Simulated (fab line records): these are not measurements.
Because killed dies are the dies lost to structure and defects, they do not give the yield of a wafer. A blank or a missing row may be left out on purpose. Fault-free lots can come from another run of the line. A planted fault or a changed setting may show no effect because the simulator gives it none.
fab line records	flow berkeley_cmos170
[record] lots = 13	wafers = 39	last_day = 11
route steps=331 shown ACTIVE@63 PLDD@152 SILICIDE@211 V1@267
lots that met no fault: taken from a fault-free run of the same line
start_h: start of the lot's first displayed wafer, in hours after the record's first day	wait_h: hours elapsed since this lot's preceding step	" identical to the entry in the row above	L1.1+2: several wafers, shown together as one row	- either no value or no given start	* or withheld: withheld	< > ~ a bound
route shown NAME@n: names a module that has steps shown in the file, with the first one's number in the route	usual: the fault-free wafers' mean and standard deviation	same: alike in all rows	chamber/n: place in a boat	sites: per-site readings	_std_site: standard deviation across them	_edge_site: mean of outer sites minus mean of inner sites	radius_mm: how far each site lies from the wafer's centre	mask NAME#n: copy n	behind: the tool/chamber that last shaped the wafer	hold: the reason the lot was held/the length of the hold in hours/how it ended	device: whichever transistor did not switch (one of n, p or np)	end of line: the tests these same wafers got at the end of their route	a step given without rows: its recipe and nothing more	killed: the dies lost at the first sort to structure and to defects; this is not the yield of the wafer	map: dies across one wafer; x = killed, . = not, _ = none there
set.NAME: the run value of the setting; set.NAME@STEP: its run value at that earlier step	model.NAME: the simulator's own value behind a step, which no gauge read
route steps across a sampled set of lots; one table per step, one row per wafer
services: from which hour (start_h, from the record's first day; less than 0 if before it) a tool's chamber was out of use, for how many hours, and why
[[steps]]
[step UCB170_ACTIVE_THK_MEAS_03]
[recipe] reads = SiO2_of_ACTIVE_OXIDATION_02
[usual] ACTIVE_OXIDE_THK = 26.5/0.4
lot.wafer	tool	chamber	start_h	wait_h	ACTIVE_OXIDE_THK[nm]
L513.2	film_metro-02	-	78.83	0.0	26.8
L513.4	"	-	"	"	26.9
L513.6	"	-	"	"	26.5
L514.1	film_metro-03	-	86.00	0.0	26.4
L514.3	"	-	"	"	26.4
L514.5	"	-	"	"	26.7
L517.1	film_metro-02	-	103.53	0.0	26.6
L517.2	"	-	"	"	26.9
L517.6	"	-	"	"	26.8
L518.3	film_metro-03	-	103.55	0.0	27.0
L518.4	"	-	"	"	27.1
L518.6	"	-	"	"	27.2
L519.2	film_metro-01	-	103.58	0.0	26.9
L519.3	"	-	"	"	27.3
L519.4	"	-	"	"	26.2
L521.2	film_metro-03	-	114.88	0.0	26.1
L521.3	"	-	"	"	26.2
L521.4	"	-	"	"	26.2
L522.3	film_metro-03	-	123.83	0.0	26.1
L522.4	"	-	"	"	25.8
L522.5	"	-	"	"	25.8
L527.1	film_metro-03	-	140.45	0.0	26.2
L527.3	"	-	"	"	26.2
L527.4	"	-	"	"	25.8
L531.1	film_metro-02	-	161.21	0.0	26.1
L531.2	"	-	"	"	26.4
L531.4	"	-	"	"	26.4
L530.2	film_metro-03	-	161.26	0.1	26.2
L530.4	"	-	"	"	26.4
L530.6	"	-	"	"	26.0
L532.1	film_metro-01	-	164.22	0.0	26.7
L532.2	"	-	"	"	26.4
L532.4	"	-	"	"	26.5
L534.1	film_metro-01	-	171.64	0.0	26.5
L534.3	"	-	"	"	26.7
L534.6	"	-	"	"	26.8
L535.2	film_metro-03	-	177.00	0.0	26.8
L535.3	"	-	"	"	27.0
L535.6	"	-	"	"	27.0
[step UCB170_PLDD_OVL_MEAS_07]
[usual] PLDD_OVL = -3/5.8
lot.wafer	tool	chamber	start_h	wait_h	PLDD_OVL[nm]
L513.2	overlay-02	-	133.95	0.1	-7
L513.4	"	-	"	"	-1
L513.6	"	-	"	"	-3
L514.1	overlay-02	-	136.95	0.1	-3
L514.3	"	-	"	"	-2
L514.5	"	-	"	"	-6
L518.3	overlay-02	-	148.60	0.1	-6
L518.4	"	-	"	"	-8
L518.6	"	-	"	"	-11
L517.1	overlay-02	-	148.86	0.1	-1
L517.2	"	-	"	"	1
L517.6	"	-	"	"	-5
L519.2	overlay-02	-	149.14	0.1	-1
L519.3	"	-	"	"	0
L519.4	"	-	"	"	5
L521.2	overlay-02	-	165.83	0.1	-10
L521.3	"	-	"	"	-6
L521.4	"	-	"	"	-7
L522.3	overlay-01	-	174.22	0.1	5
L522.4	"	-	"	"	-3
L522.5	"	-	"	"	-4
L527.1	overlay-02	-	195.46	0.1	2
L527.3	"	-	"	"	4
L527.4	"	-	"	"	1
L531.1	overlay-01	-	214.77	0.1	0
L531.2	"	-	"	"	2
L531.4	"	-	"	"	4
L530.2	overlay-02	-	215.05	0.1	-9
L530.4	"	-	"	"	-7
L530.6	"	-	"	"	-12
L532.1	overlay-02	-	215.22	0.1	-4
L532.2	"	-	"	"	4
L532.4	"	-	"	"	7
L534.1	overlay-01	-	222.45	0.1	-8
L534.3	"	-	"	"	-16
L534.6	"	-	"	"	-13
L535.2	overlay-01	-	229.49	0.1	-8
L535.3	"	-	"	"	-3
L535.6	"	-	"	"	-14
[step UCB170_SILICIDE_SPUTTER_01]
[recipe] material = Ti	target_thk_nm = 30	time_s = 25.64	power_w = 1500	chamber_pressure_pa = 0.5
[usual] cathode_dc_power_W = 1500.0/0.26	throttle_valve_pct = 30.1/0.85
lot.wafer	tool	chamber	start_h	wait_h	cathode_dc_power_W	throttle_valve_pct
L514.1	pvd_sputter-04	-	150.92	0.0	1499.8	28.7
L514.3	"	-	"	"	1499.8	30.2
L514.5	"	-	"	"	1500.1	30.2
L518.3	pvd_sputter-04	-	162.22	0.0	1500.4	28.9
L518.4	"	-	"	"	1499.9	28.9
L518.6	"	-	"	"	1499.8	28.7
L517.1	pvd_sputter-02	-	162.41	0.0	1500.2	31.5
L517.2	"	-	"	"	1499.9	30.1
L517.6	"	-	"	"	1499.8	31.6
L519.2	pvd_sputter-04	-	162.64	0.0	1500.5	30.6
L519.3	"	-	"	"	1499.9	28.7
L519.4	"	-	"	"	1499.9	30.2
L513.2	pvd_sputter-01	-	170.54	21.2	1499.8	31.1
L513.4	"	-	"	"	1499.7	30.6
L513.6	"	-	"	"	1500.0	30.5
L521.2	pvd_sputter-04	-	178.95	0.0	1500.1	30.5
L521.3	"	-	"	"	1499.9	28.7
L521.4	"	-	"	"	1499.7	29.8
L522.3	pvd_sputter-02	-	189.29	0.0	1499.9	30.1
L522.4	"	-	"	"	1500.0	31.5
L522.5	"	-	"	"	1500.2	31.5
L527.1	pvd_sputter-02	-	211.76	0.0	1499.6	31.6
L527.3	"	-	"	"	1500.3	30.4
L527.4	"	-	"	"	1499.8	31.3
L531.1	pvd_sputter-01	-	228.54	0.0	1500.3	30.5
L531.2	"	-	"	"	1500.1	29.5
L531.4	"	-	"	"	1499.8	31.3
L530.2	pvd_sputter-02	-	228.72	0.0	1500.0	30.1
L530.4	"	-	"	"	1499.7	31.5
L530.6	"	-	"	"	1500.3	29.8
L532.1	pvd_sputter-01	-	229.41	0.0	1499.7	30.8
L532.2	"	-	"	"	1500.3	29.6
L532.4	"	-	"	"	1499.6	30.6
L534.1	pvd_sputter-01	-	237.43	0.0	1499.7	31.2
L534.3	"	-	"	"	1499.8	29.8
L534.6	"	-	"	"	1500.2	29.7
L535.2	pvd_sputter-04	-	242.68	0.0	1499.8	30.6
L535.3	"	-	"	"	1500.1	30.0
L535.6	"	-	"	"	1499.6	29.9
[step UCB170_SILICIDE_RS_MEAS_02]
[recipe] thk_meas_gauge = four-point-probe	reads = Ti_of_SILICIDE_SPUTTER_01
[usual] SILICIDE_TI_RS = 25.27/0.29
lot.wafer	tool	chamber	start_h	wait_h	SILICIDE_TI_RS[ohm/sq]
L514.1	film_metro-04	-	150.95	0.0	25.57
L514.3	"	-	"	"	25.43
L514.5	"	-	"	"	25.38
L518.3	film_metro-04	-	162.29	0.1	25.22
L518.4	"	-	"	"	25.45
L518.6	"	-	"	"	25.37
L517.1	film_metro-03	-	162.44	0.0	25.11
L517.2	"	-	"	"	25.03
L517.6	"	-	"	"	25.10
L519.2	film_metro-04	-	162.69	0.0	24.72
L519.3	"	-	"	"	24.70
L519.4	"	-	"	"	24.66
L513.2	film_metro-01	-	170.59	0.0	25.01
L513.4	"	-	"	"	24.80
L513.6	"	-	"	"	24.97
L521.2	film_metro-03	-	179.00	0.0	24.88
L521.3	"	-	"	"	24.85
L521.4	"	-	"	"	54.34
L522.3	film_metro-04	-	189.36	0.1	25.42
L522.4	"	-	"	"	25.49
L522.5	"	-	"	"	25.54
L527.1	film_metro-03	-	211.79	0.0	25.16
L527.3	"	-	"	"	25.37
L527.4	"	-	"	"	25.10
L531.1	film_metro-04	-	228.57	0.0	25.62
L531.2	"	-	"	"	25.74
L531.4	"	-	"	"	25.78
L530.2	film_metro-01	-	228.80	0.1	25.15
L530.4	"	-	"	"	25.00
L530.6	"	-	"	"	25.26
L532.1	film_metro-01	-	229.44	0.0	25.42
L532.2	"	-	"	"	25.74
L532.4	"	-	"	"	25.91
L534.1	film_metro-01	-	237.46	0.0	25.29
L534.3	"	-	"	"	25.09
L534.6	"	-	"	"	25.01
L535.2	film_metro-04	-	242.73	0.0	25.84
L535.3	"	-	"	"	25.66
L535.6	"	-	"	"	25.70
[step UCB170_SILICIDE_THK_MEAS_03]
[recipe] thk_meas_gauge = xrf	reads = Ti_of_SILICIDE_SPUTTER_01
[usual] SILICIDE_TI_THK = 31.1/0.35
lot.wafer	tool	chamber	start_h	wait_h	SILICIDE_TI_THK[nm]
L514.1	film_metro-04	-	151.07	0.1	30.8
L514.3	"	-	"	"	30.9
L514.5	"	-	"	"	31.1
L518.3	film_metro-04	-	162.39	0.1	31.1
L518.4	"	-	"	"	30.9
L518.6	"	-	"	"	31.1
L517.1	film_metro-03	-	162.56	0.1	31.4
L517.2	"	-	"	"	31.4
L517.6	"	-	"	"	31.4
L519.2	film_metro-04	-	162.80	0.1	31.8
L519.3	"	-	"	"	31.7
L519.4	"	-	"	"	31.8
L513.2	film_metro-01	-	170.70	0.1	31.6
L513.4	"	-	"	"	31.7
L513.6	"	-	"	"	31.4
L521.2	film_metro-03	-	179.11	0.1	31.7
L521.3	"	-	"	"	31.6
L521.4	"	-	"	"	16.5
L522.3	film_metro-04	-	189.46	0.1	30.8
L522.4	"	-	"	"	30.9
L522.5	"	-	"	"	30.7
L527.1	film_metro-03	-	211.91	0.1	31.4
L527.3	"	-	"	"	31.2
L527.4	"	-	"	"	31.5
L531.1	film_metro-04	-	228.69	0.1	30.9
L531.2	"	-	"	"	30.6
L531.4	"	-	"	"	30.6
L530.2	film_metro-01	-	228.91	0.1	31.3
L530.4	"	-	"	"	31.6
L530.6	"	-	"	"	31.3
L532.1	film_metro-01	-	229.56	0.1	30.8
L532.2	"	-	"	"	30.6
L532.4	"	-	"	"	30.7
L534.1	film_metro-01	-	237.58	0.1	31.1
L534.3	"	-	"	"	31.4
L534.6	"	-	"	"	31.3
L535.2	film_metro-04	-	242.84	0.1	30.4
L535.3	"	-	"	"	30.6
L535.6	"	-	"	"	30.8
[step UCB170_V1_OVL_MEAS_13]
[usual] V1_OVL = 2/5.4
lot.wafer	tool	chamber	start_h	wait_h	V1_OVL[nm]
L514.1	overlay-01	-	166.60	0.1	4
L514.3	"	-	"	"	6
L514.5	"	-	"	"	13
L517.1	overlay-02	-	175.78	0.1	9
L517.2	"	-	"	"	8
L517.6	"	-	"	"	6
L518.3	overlay-01	-	176.12	0.1	3
L518.4	"	-	"	"	1
L518.6	"	-	"	"	-3
L519.2	overlay-02	-	176.59	0.1	1
L519.3	"	-	"	"	2
L519.4	"	-	"	"	0
L513.2	overlay-02	-	184.52	0.1	9
L513.4	"	-	"	"	9
L513.6	"	-	"	"	7
L521.2	overlay-01	-	194.85	0.1	4
L521.3	"	-	"	"	-4
L521.4	"	-	"	"	-2
L522.3	overlay-01	-	208.54	0.1	5
L522.4	"	-	"	"	3
L522.5	"	-	"	"	3
L527.1	overlay-02	-	226.68	0.1	4
L527.3	"	-	"	"	1
L527.4	"	-	"	"	2
L532.1	overlay-01	-	243.72	0.1	3
L532.2	"	-	"	"	8
L532.4	"	-	"	"	-4
L531.1	overlay-02	-	243.99	0.1	-3
L531.2	"	-	"	"	-4
L531.4	"	-	"	"	-6
L530.2	overlay-02	-	244.56	0.1	-6
L530.4	"	-	"	"	-4
L530.6	"	-	"	"	-7
L534.1	overlay-02	-	250.82	0.1	4
L534.3	"	-	"	"	0
L534.6	"	-	"	"	1
L535.2	overlay-02	-	254.93	0.1	6
L535.3	"	-	"	"	2
L535.6	"	-	"	"	4
[[services]]
tool	chamber	start_h	hours	kind
pvd_sputter-04	-	179.33	6.0	repair
pvd_sputter-01	-	202.54	12.5	repair
pvd_sputter-02	3	204.91	-	consumable_replace:kit
pvd_sputter-02	3	204.91	18.0	scheduled_down
pvd_sputter-02	3	204.91	18.0	vent_cycle
pvd_sputter-02	-	212.14	13.7	repair
pvd_sputter-01	-	222.65	3.6	repair
[[key]]
[first_sign] step = UCB170_SILICIDE_RS_MEAS_02	reading = SILICIDE_TI_RS	direction = up	sigmas = 99	usual = 25.27	struck = 54.34
[effect] step = UCB170_SILICIDE_THK_MEAS_03	reading = SILICIDE_TI_THK	direction = down	sigmas = 42	usual = 31.1	struck = 16.5
met_at UCB170_SILICIDE_SPUTTER_01
struck_lots L521
struck_wafers L521.4
tester_left_out L521
not_acting_at UCB170_ACTIVE_THK_MEAS_03,UCB170_PLDD_OVL_MEAS_07,UCB170_V1_OVL_MEAS_13
onset_between 162.64 178.95
[fault] kind = process_parameter_drift	tool = pvd_sputter-04	chamber = -	onset_h = 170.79	steps = UCB170_SILICIDE_SPUTTER_01	channel = target_thk_nm	offset = -14.537	shape = step	end_h = 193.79	acts_in = these_recipes_only	stated = 30	scope = struck_wafers_only
// tester_left_out: of these lots the tester's yield and bins aren't shown, on N5 and GAA mostly nor the transistor test; their killed dies are dies lost to structure and defects alone, not to doping, threshold or leakage, so they don't give the yield
